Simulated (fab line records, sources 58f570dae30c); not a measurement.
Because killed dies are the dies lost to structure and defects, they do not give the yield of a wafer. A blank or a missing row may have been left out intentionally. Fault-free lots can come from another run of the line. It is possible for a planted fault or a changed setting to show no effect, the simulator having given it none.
Lot-split experiment -- flow berkeley-cmos170 -- 23 wafers read from 5 lots, route of 331 steps

== SPLIT DETAILS ==
At UCB170_V2_CMP_02 (polishes SiO2), the setting leave-above-ref-nm was moved away from the recipe's 1000 nm on 11 of the 23 wafers read, by -6.0% to +6.3%. The other wafers ran this setting at the recipe's value.

== FROM THE SPLIT TO THE READING: what the file shows between them, 4 steps ==
- UCB170_V2_THK_MEAS_04
- UCB170_V2_PEB_10 (also split here: peb-temp-c)
- UCB170_V2_DEVELOP_11: develop time 45 s
- UCB170_V2_CD_MEAS_12: target cd 700 nm

== THE READING ==
oes-product-au, in a.u., at UCB170_V2_ETCH_14 (etches SiO2 in CHF3/CF4/Ar, stops on Al, target depth 1250 nm, time 291 s). Typical for fault-free wafers on this fab line: 0.875 a.u., with standard deviation 0.015 a.u.

wafer,"tool, chamber at the split","leave-above-ref-nm as run, nm",against the recipe,"oes-product-au, a.u.",against lot-mates on the recipe
L074.1,"cmp-02, 3",939.7,-6.0%,0.871,-0.008
L074.2,"cmp-02, 1",939.7,-6.0%,0.863,-0.016
L074.3,"cmp-02, 2",1000,recipe,0.865,-
L074.5,"cmp-02, 1",1000,recipe,0.893,-
L074.6,"cmp-02, 0",939.7,-6.0%,0.838,-0.041
L076.2,"cmp-02, 1",1000,recipe,0.870,-
L076.3,"cmp-02, 2",976.8,-2.3%,0.839,-0.031
L076.4,"cmp-02, 3",1000,recipe,0.870,-
L076.5,"cmp-02, 3",976.8,-2.3%,0.840,-0.030
L076.6,"cmp-02, 2",1000,recipe,0.870,-
L084.1,"cmp-01, 2",1000,recipe,0.890,-
L084.3,"cmp-01, 1",1000,recipe,0.882,-
L084.6,"cmp-01, 3",1000,recipe,0.872,-
L085.1,"cmp-01, 1",949,-5.1%,0.833,-0.039
L085.2,"cmp-01, 2,3",1000,recipe,0.871,-
L085.4,"cmp-01, 3",949,-5.1%,0.826,-0.046
L085.5,"cmp-01, 2,3",1000,recipe,0.873,-
L085.6,"cmp-01, 0",949,-5.1%,0.843,-0.029
L083.1,"cmp-01, 0",1000,recipe,0.858,-
L083.3,"cmp-01, 1",1063,+6.3%,0.908,+0.054
L083.4,"cmp-01, 3",1063,+6.3%,0.898,+0.044
L083.5,"cmp-01, 3",1063,+6.3%,0.905,+0.051
L083.6,"cmp-01, 0",1000,recipe,0.850,-
When a row names more than one chamber, that row covers several wafers, and the file does not tell which wafer ran in which chamber.

THE FIT
A straight line over all 23 wafers: oes-product-au changes by +0.00495 a.u. for each +1% of leave-above-ref-nm; r = +0.79; the points scatter about the line by 0.014 a.u.
The same after taking each lot's own level away (the mean of its wafers on the recipe; 23 wafers): +0.00657 a.u. for each +1%; r = +0.90; scatter 0.012 a.u.
Per that fit: largest leave-above-ref-nm move, reading shift of 0.041 a.u.
The span of the lots' own levels, 0.8540 to 0.8813 a.u., comes to 1.8 times the standard deviation stated above.
So the lot-to-lot level blurs the effect unless lot-mates are compared.
Check: for one of the wafers moved furthest among these (+6.3%), held out of the fit, the line's prediction against its lot-mates is +0.0399 a.u. Against them it came out at +0.054 a.u.

== THESE WAFERS: OTHER SPLITS ==
Note: prior to the reading, these wafers also went through further splits. Each is held against what the fit with the lots' levels taken away leaves over:
other split on the same wafers,wafers away from the commonest value,r with oes-product-au (lot level and that fit taken away)
UCB170_V1_EXPOSE_09 dose-mj,7,+0.21
UCB170_M2_METAL_ETCH_18 over-etch-frac,8,-0.12
UCB170_V2_PEB_10 peb-temp-c,8,+0.23

== THE WHOLE CHAIN: every reading that the file lists as answering this split, in the file's order ==
step,what it does,reading,change (the file's fit),r (the file's)
UCB170_V2_CMP_02,polishes SiO2,"SiO2_of_V2_CVD_00.thk-nm (the simulator's own value, which no gauge read)",+10.1 nm for each +1% of the setting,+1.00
UCB170_V2_THK_MEAS_04,,V2_POLISHED_THK,+10 for each +1% of the setting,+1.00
UCB170_V2_ETCH_14,"etches SiO2 in CHF3/CF4/Ar, stops on Al, target depth 1250 nm, time 291 s",oes-product-au,+0.0066 a.u. for each +1% of the setting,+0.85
UCB170_V2_ETCH_14,"etches SiO2 in CHF3/CF4/Ar, stops on Al, target depth 1250 nm, time 291 s","V2.feature-depth-nm (the simulator's own value, which no gauge read)",+10.1 nm for each +1% of the setting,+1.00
UCB170_V2_ETCH_14,"etches SiO2 in CHF3/CF4/Ar, stops on Al, target depth 1250 nm, time 291 s","etch.depth-nm (the simulator's own value, which no gauge read)",+10.1 nm for each +1% of the setting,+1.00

== FILE'S OWN FIT ==
oes-product-au changes by +0.0066 a.u. for each +1% of leave-above-ref-nm, r = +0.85.
